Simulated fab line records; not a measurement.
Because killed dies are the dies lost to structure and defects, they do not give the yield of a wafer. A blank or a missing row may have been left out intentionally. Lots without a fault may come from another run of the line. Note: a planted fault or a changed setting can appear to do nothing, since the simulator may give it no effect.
Split-lot study ; flow ritCmos ; on a route of 202 steps: 5 lots, 23 wafers read

THE SPLIT ITSELF
At RIT_M1_DEVELOP_08 (develop time 68 s), the setting developTimeS was moved away from the recipe's 68 s on 10 of the 23 wafers read, by -9.0% to +9.3%. The other wafers ran this setting at the recipe's value.

FROM THE SPLIT TO THE READING: what the file shows between them, 4 steps
- RIT_M1_CD_MEAS_09: target cd 2600 nm
- RIT_M1_METAL_ETCH_12: etches Al in Cl2/BCl3, stops on SiO2, time 165 s, target depth 600 nm (also split here: rfW)
- RIT_M1_STRIP_13: strips in nmp, time 600 s
- RIT_M1_STRIP_14: strips in O2, time 180 s

THE READING
cdNm at RIT_M1_CD_MEAS_90, given in nm (cd target 2600 nm). A value of 2598.9 nm with a standard deviation of 2.7 nm is what fault-free wafers of this fab line usually give.

wafer;tool, chamber at the split;developTimeS as run, s;against the recipe;cdNm, nm;against lot-mates on the recipe
L075.1;lithoTrack-04, 0;61.86;-9.0%;2603.0;+3.9
L075.3;lithoTrack-04, 0;68;recipe;2598.8;-
L075.4;lithoTrack-04, 0;61.86;-9.0%;2607.4;+8.3
L075.5;lithoTrack-04, 0;61.86;-9.0%;2610.9;+11.8
L075.6;lithoTrack-04, 0;68;recipe;2599.4;-
L076.1;lithoTrack-02, 0;68;recipe;2602.1;-
L076.2;lithoTrack-02, 0;68;recipe;2595.9;-
L076.3;lithoTrack-02, 0;74.32;+9.3%;2593.6;-5.1
L076.4;lithoTrack-02, 0;68;recipe;2598.2;-
L076.5;lithoTrack-02, 0;74.32;+9.3%;2591.2;-7.5
L079.1;lithoTrack-04, 0;68;recipe;2595.3;-
L079.2;lithoTrack-04, 0;68;recipe;2595.9;-
L079.3;lithoTrack-04, 0;68;recipe;2600.2;-
L079.5;lithoTrack-04, 0;74.04;+8.9%;2588.5;-8.6
L079.6;lithoTrack-04, 0;74.04;+8.9%;2589.7;-7.4
L082.1;lithoTrack-02, 0;68;recipe;2595.5;-
L082.2;lithoTrack-02, 0;72.13;+6.1%;2592.4;-4.7
L082.3;lithoTrack-02, 0;72.13;+6.1%;2591.0;-6.1
L082.4;lithoTrack-02, 0;68;recipe;2598.6;-
L082.6;lithoTrack-02, 0;72.13;+6.1%;2593.2;-3.9
L085.1;lithoTrack-03, 0;68;recipe;2598.7;-
L085.5;lithoTrack-03, 0;68;recipe;2598.7;-
L085.6;lithoTrack-03, 0;68;recipe;2599.1;-

FIT RESULTS
A straight line over all 23 wafers: cdNm changes by -0.91 nm for each +1% of developTimeS; r = -0.92; the points scatter about the line by 2.2 nm.
The same after taking each lot's own level away (the mean of its wafers on the recipe; 23 wafers): -0.831 nm for each +1%; r = -0.92; scatter 2 nm.
Per that fit: largest developTimeS move, reading shift of 7.7 nm.
The lots' own levels span 2597.05 to 2599.10 nm, that is 0.8 times the standard deviation above.
The two slopes agree, so the slope changes little with the lot-to-lot level.
Check: for one of the wafers moved furthest among these (+9.3%), held out of the fit, the line's prediction against its lot-mates is -7.98 nm. Against them it came out at -5.13 nm.

THE OTHER SPLITS THESE WAFERS WENT THROUGH
Before the reading, these wafers also passed through other splits. Each is held against what the fit with the lots' levels taken away leaves over:
other split on the same wafers;wafers away from the commonest value;r with cdNm (lot level and that fit taken away)
RIT_M1_METAL_ETCH_12 rfW;10;-0.67

THE WHOLE CHAIN: every reading that the file lists as answering this split, in the file's order
step;what it does;reading;change (the file's fit);r (the file's)
RIT_M1_CD_MEAS_09;target cd 2600 nm;cdNm;-0.804 nm for each +1% of the setting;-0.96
RIT_M1_CD_MEAS_90;target cd 2600 nm;cdNm;-0.817 nm for each +1% of the setting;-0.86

THE FILE'S OWN FIT
cdNm changes by -0.817 nm for each +1% of developTimeS, r = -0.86.
